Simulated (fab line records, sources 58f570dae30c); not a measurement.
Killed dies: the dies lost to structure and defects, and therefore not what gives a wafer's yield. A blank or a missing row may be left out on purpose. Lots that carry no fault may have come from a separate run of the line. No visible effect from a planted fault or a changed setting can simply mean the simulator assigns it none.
Lot-split experiment -- flow berkeleyCmos170 -- 23 wafers read from 5 lots, route of 331 steps

## ABOUT THE SPLIT
At UCB170_CONTACT_COAT_04 (resist thk 900 nm), the setting resistThkNm was moved away from the recipe's 900 nm on 11 of the 23 wafers read, by -5.8% to +4.3%. For the rest of the wafers, this setting stayed at what the recipe calls for.

Reading taken at the split's own step.

## THE READING
KrF_of_CONTACT_COAT_04.thkNm (the simulator's own value, which no gauge read), in nm, at UCB170_CONTACT_COAT_04 (resist thk 900 nm). The file does not state a usual value for it. Here, 12 wafers ran the recipe; their average is 900.1 nm with a standard deviation of 2.9 nm.

wafer,"tool, chamber at the split","resistThkNm as run, nm",against the recipe,"KrF_of_CONTACT_COAT_04.thkNm, nm",against lot-mates on the recipe
L074.1,"lithoTrack-04, 0",884.4,-1.7%,883.6,-14.3
L074.2,"lithoTrack-04, 0",900,recipe,898.5,-
L074.4,"lithoTrack-04, 0",900,recipe,897.3,-
L074.5,"lithoTrack-04, 0",884.4,-1.7%,883.9,-14.0
L074.6,"lithoTrack-04, 0",884.4,-1.7%,885,-12.9
L076.1,"lithoTrack-03, 0",848.1,-5.8%,850,-55.2
L076.2,"lithoTrack-03, 0",900,recipe,906.7,-
L076.3,"lithoTrack-03, 0",848.1,-5.8%,853.5,-51.8
L076.5,"lithoTrack-03, 0",900,recipe,903.8,-
L076.6,"lithoTrack-03, 0",848.1,-5.8%,852.8,-52.5
L083.1,"lithoTrack-02, 0",900,recipe,900.1,-
L083.2,"lithoTrack-02, 0",938.7,+4.3%,940.1,+40.9
L083.3,"lithoTrack-02, 0",938.7,+4.3%,937.9,+38.7
L083.5,"lithoTrack-02, 0",900,recipe,898.3,-
L083.6,"lithoTrack-02, 0",938.7,+4.3%,939.2,+40.0
L085.1,"lithoTrack-03, 0",900,recipe,901.2,-
L085.2,"lithoTrack-03, 0",900,recipe,901.1,-
L085.4,"lithoTrack-03, 0",900,recipe,900.8,-
L084.1,"lithoTrack-02, 0",923.4,+2.6%,922.3,+24.6
L084.2,"lithoTrack-02, 0",900,recipe,899.8,-
L084.3,"lithoTrack-02, 0",923.4,+2.6%,920,+22.3
L084.4,"lithoTrack-02, 0",900,recipe,897.3,-
L084.5,"lithoTrack-02, 0",900,recipe,896,-

THE FIT
A straight line over all 23 wafers: KrF_of_CONTACT_COAT_04.thkNm changes by +8.59 nm for each +1% of resistThkNm; r = +0.99; the points scatter about the line by 2.5 nm.
The same after taking each lot's own level away (the mean of its wafers on the recipe; 23 wafers): +9.16 nm for each +1%; r = +1.00; scatter 1.4 nm.
Per that fit: largest resistThkNm move, reading shift of 53 nm.
Across the lots, their own levels run from 897.70 to 905.25 nm, a range of 2.6 times the standard deviation given above.
Hence the lot-to-lot level has little effect on the slope; both slopes agree.
Check: with one of the wafers moved furthest among these (-5.8%) left out of the fit, the line predicts -51.8 nm for it against its lot-mates. It came out at -55.2 nm against them.

## FURTHER SPLITS ON THESE WAFERS
Note: prior to the reading, these wafers also went through further splits. Each is held against what the fit with the lots' levels taken away leaves over:
other split on the same wafers,wafers away from the commonest value,r with KrF_of_CONTACT_COAT_04.thkNm (lot level and that fit taken away)
UCB170_NLDD_IMPLANT_09 doseCm2,6,+0.04
UCB170_NSD_PEB_04 pebTempC,6,-0.26
UCB170_BACKSIDE_COAT_01 spinRpm,10,-0.22
UCB170_SILICIDE_SPUTTER_01 powerW,10,+0.18

## THE WHOLE CHAIN: every reading that the file lists as answering this split, in the file's order
step,what it does,reading,change (the file's fit),r (the file's)
UCB170_CONTACT_COAT_04,resist thk 900 nm,"KrF_of_CONTACT_COAT_04.thkNm (the simulator's own value, which no gauge read)",+9.15 nm for each +1% of the setting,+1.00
UCB170_CONTACT_STRIP_06,strips in O2,stripTimeToEndpointS,withheld for each +1% of the setting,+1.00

## THE FILE'S OWN FIT
KrF_of_CONTACT_COAT_04.thkNm changes by +9.15 nm for each +1% of resistThkNm, r = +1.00.
